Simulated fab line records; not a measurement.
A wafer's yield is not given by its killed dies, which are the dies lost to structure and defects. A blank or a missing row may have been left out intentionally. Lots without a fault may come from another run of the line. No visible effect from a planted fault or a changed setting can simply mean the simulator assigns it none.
Struck lot and sound lot, side by side || flow berkeley_cmos170 || 14 steps out of a route of 331
Sound: the wafers L266.4, L266.5, L266.6. Struck: wafers L259.2, L259.4, L259.5. Last of all comes the cause.
For every step that has rows: the tool of each side, followed by ch and its chambers, followed by its first start. Under that, the readings that differ: sound wafers || struck wafers || difference of the means || sigmas: that difference in standard deviations of wafers without a fault.
alike: words and numbers the same on both sides, and readings whose means are apart by under 2 such deviations; not compared: readings that were withheld, readings missing a value for some wafer, numbers with overlapping values and no deviation given by the record, and bounds like >300 which may hide the same value.
The two part at a step that has a row with sigmas, a row that says differs or no value, or rows on one side only. Non-overlapping numbers with no deviation appear without sigmas and do not part them. A reading that every wafer of one side lacks parts them only if that side has two wafers or more.

UCB170_V2_CD_MEAS_12: target cd 700 nm.
  sound on cd_sem-02, day 13 10:35; struck on cd_sem-02, day 11 18:55
{"reading": "cd_nm (nm)", "sound": "701.6 701.4 702.3", "struck": "694.6 695.0 695.2", "difference": -6.8, "sigmas": -5}
UCB170_V2_OVL_MEAS_13:
  sound on overlay-01, day 13 10:40; struck on overlay-02, day 11 19:01
  alike: V2_OVL
UCB170_V2_ETCH_14: etches SiO2 in CHF3/CF4/Ar, stops on Al, target depth 1250 nm, time 291 s.
  sound on rie_diel-01 ch 0,1,3, day 13 10:41; struck on rie_diel-04 ch 0,2,3, day 11 19:03
  alike: drypump_motor_current_A, oes_product_au, rf_fwd_power_W, throttle_valve_pct
  not compared: rf_hours_counter_h
UCB170_V2_STRIP_15: strips in O2.
  sound on plasma_asher-04 ch 0,1, day 13 10:54; struck on plasma_asher-02 ch 0,1, day 11 19:14
  alike: chamber_pressure_mTorr, drypump_motor_current_A, o2_flow_sccm, oes_product_au, strip_time_to_endpoint_s
  not compared: rf_hours_counter_h
UCB170_V2_CD_MEAS_90: target cd 700 nm.
  sound on cd_sem-01, day 13 11:02; struck on cd_sem-01, day 11 19:20
{"reading": "cd_nm (nm)", "sound": "702.7 701.6 702.0", "struck": "695.2 695.3 694.7", "difference": -7.0, "sigmas": -5}
then, 1 step without rows for these wafers: UCB170_M3_PRE_CLEAN_00 (preclean etch time 60 s).
UCB170_M3_SPUTTER_01: material Al, target thk 900 nm, time 120 s.
  sound on pvd_sputter-04, day 13 11:09; struck on pvd_sputter-02, day 11 19:31
  alike: throttle_valve_pct
UCB170_M3_RS_MEAS_02: a four-point-probe measurement.
  sound on film_metro-02, day 13 11:18; struck on film_metro-02, day 11 19:37
  alike: M3_AL_RS
UCB170_M3_THK_MEAS_03: measures by xrf.
  sound on film_metro-02, day 13 11:23; struck on film_metro-02, day 11 19:43
  alike: M3_AL_THK
then, 3 steps without rows for these wafers: UCB170_M3_HMDS_04 (prime time 60 s); UCB170_M3_COAT_05 (resist thk 900 nm); UCB170_M3_SOFTBAKE_06 (time 60 s).
UCB170_M3_STRIP_07: strips in O2.
  sound on plasma_asher-01 ch 0,1, day 13 11:54; struck on plasma_asher-01 ch 0, day 11 20:13
  no value came back on the struck wafers for any of 5 readings (chamber_pressure_mTorr (mTorr), drypump_motor_current_A (A) and others); on the sound wafers chamber_pressure_mTorr (mTorr) reads 3498 3494 3500
{"reading": "model.KrF_of_M3_COAT_05.thk_nm (nm)", "sound": "0 0 0", "struck": "900.7 898.5 901.2", "difference": "+900.1", "sigmas": ""}
  not compared: rf_hours_counter_h
then, 1 step without rows for these wafers: UCB170_M3_STRIP_08 (strips KrF in DMSO, time 600 s).

== WHERE THEY PART ==
Earliest at UCB170_V2_CD_MEAS_12; latest, in this record, at UCB170_M3_STRIP_07.

WHY: what had been put in by the simulator
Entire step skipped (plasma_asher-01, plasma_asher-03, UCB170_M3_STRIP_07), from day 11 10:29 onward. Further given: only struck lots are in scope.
